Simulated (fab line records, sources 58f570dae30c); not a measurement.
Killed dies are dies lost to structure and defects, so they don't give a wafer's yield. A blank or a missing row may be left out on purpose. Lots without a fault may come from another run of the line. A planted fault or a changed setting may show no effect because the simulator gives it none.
A struck lot beside a sound one | flow berkeley_cmos170 | 18 steps out of a route of 331
Sound: wafers L164.2, L164.5, L164.6. Struck: wafer L174.3. (L174.1, L174.5 of the same lot were not struck and are left out.) The cause comes at the end.
At each step with rows: each side's tool, then ch and its chambers, then its first start. Under that, the readings that differ: sound wafers | struck wafers | difference of the means | sigmas: that difference in standard deviations of wafers without a fault.
alike: readings whose means differ by less than 2 such deviations, and words and numbers that are the same on both sides. not compared: withheld readings, readings that some wafer has no value for, bounds like >300 that may hide the same value, and numbers for which the record gives no deviation and whose values overlap.
The two part at a step that has a row with sigmas, a row that says differs or no value, or rows on one side only. Numbers that don't overlap but have no deviation are shown without sigmas and don't part them. A reading that every wafer of one side lacks parts them only if that side has two wafers or more.

first, 1 step without rows for these wafers: UCB170_CONTACT_CLEAN_20 (cleans in SPM, time 600 s).
UCB170_M1_SPUTTER_00: material Al, target thk 600 nm, time 80 s.
  sound on pvd_sputter-01, day 8 01:52; struck on pvd_sputter-02, day 10 08:20
  reading                | sound          | struck | difference | sigmas
  throttle_valve_pct (%) | 31.3 31.9 28.8 | 27.1   | -3.6       | -3
  alike: cathode_dc_power_W
UCB170_M1_RS_MEAS_01: measures by four-point-probe.
  sound on film_metro-03, day 8 01:56; struck on film_metro-04, day 10 08:23
  alike: M1_AL_RS
UCB170_M1_THK_MEAS_02: measures by xrf.
  sound on film_metro-03, day 8 02:03; struck on film_metro-04, day 10 08:31
  alike: M1_AL_THK
then, 6 steps without rows for these wafers: UCB170_M1_COAT_03; UCB170_M1_COAT_04 (resist thk 900 nm); UCB170_M1_SOFTBAKE_05 (time 60 s); UCB170_M1_EXPOSE_06 (exposes mask METAL1, target cd 700 nm); UCB170_M1_PEB_07; UCB170_M1_DEVELOP_08 (develop time 45 s).
UCB170_M1_CD_MEAS_09: target cd 700 nm.
  sound on cd_sem-01, day 8 03:03; struck on cd_sem-01, day 10 09:42
  alike: cd_nm
UCB170_M1_OVL_MEAS_10:
  sound on overlay-01, day 8 03:10; struck on overlay-02, day 10 09:49
  alike: M1_OVL
UCB170_M1_ETCH_11: etches BARC in N2/H2.
  sound on rie_diel-03 ch 0,1, day 8 03:11; struck on rie_diel-04 ch 2, day 10 09:52
  reading                     | sound             | struck | difference | sigmas
  drypump_motor_current_A (A) | 4.7 5.5 4.7       | 6.5    | +1.5       | +3
  oes_product_au (a.u.)       | 0.984 1.023 0.964 | 1.362  | +0.372     | +23
  model.M1.cd_nm (nm)         | 700.1 697.2 698.1 | 692.6  | -5.9       |
  alike: chamber_pressure_mTorr, throttle_valve_pct
UCB170_M1_METAL_ETCH_12: etches Al in Cl2/BCl3, stops on PSG, target depth 780 nm, time 126.8 s.
  sound on rie_metal-03 ch 0,1, day 8 03:14; struck on rie_metal-02 ch 0, day 10 09:54
  reading             | sound             | struck | difference | sigmas
  model.M1.cd_nm (nm) | 700.6 699.8 700.9 | 693.5  | -6.9       |
  alike: chamber_pressure_mTorr, drypump_motor_current_A, oes_product_au, throttle_valve_pct
  not compared: rf_hours_counter_h
UCB170_M1_STRIP_13: strips in O2.
  sound on plasma_asher-01 ch 0,1, day 8 03:22; struck on plasma_asher-03 ch 0, day 10 10:02
  alike: chamber_pressure_mTorr, drypump_motor_current_A, oes_product_au
  not compared: rf_hours_counter_h
UCB170_M1_CD_MEAS_90: target cd 700 nm.
  sound on cd_sem-02, day 8 03:31; struck on cd_sem-02, day 10 10:08
  reading    | sound             | struck | difference | sigmas
  cd_nm (nm) | 700.8 700.0 700.7 | 693.2  | -7.3       | -4
then, 1 step without rows for these wafers: UCB170_M1_ANNEAL_14 (time 1200 s).
UCB170_M3_PROBE_99:
  the record has rows for the sound wafers here (prober-02, day 9 02:50) and none for the struck ones

WHERE THEY PART
First at UCB170_M1_SPUTTER_00; last, within this record, at UCB170_M3_PROBE_99.

WHY: what the simulator had put in
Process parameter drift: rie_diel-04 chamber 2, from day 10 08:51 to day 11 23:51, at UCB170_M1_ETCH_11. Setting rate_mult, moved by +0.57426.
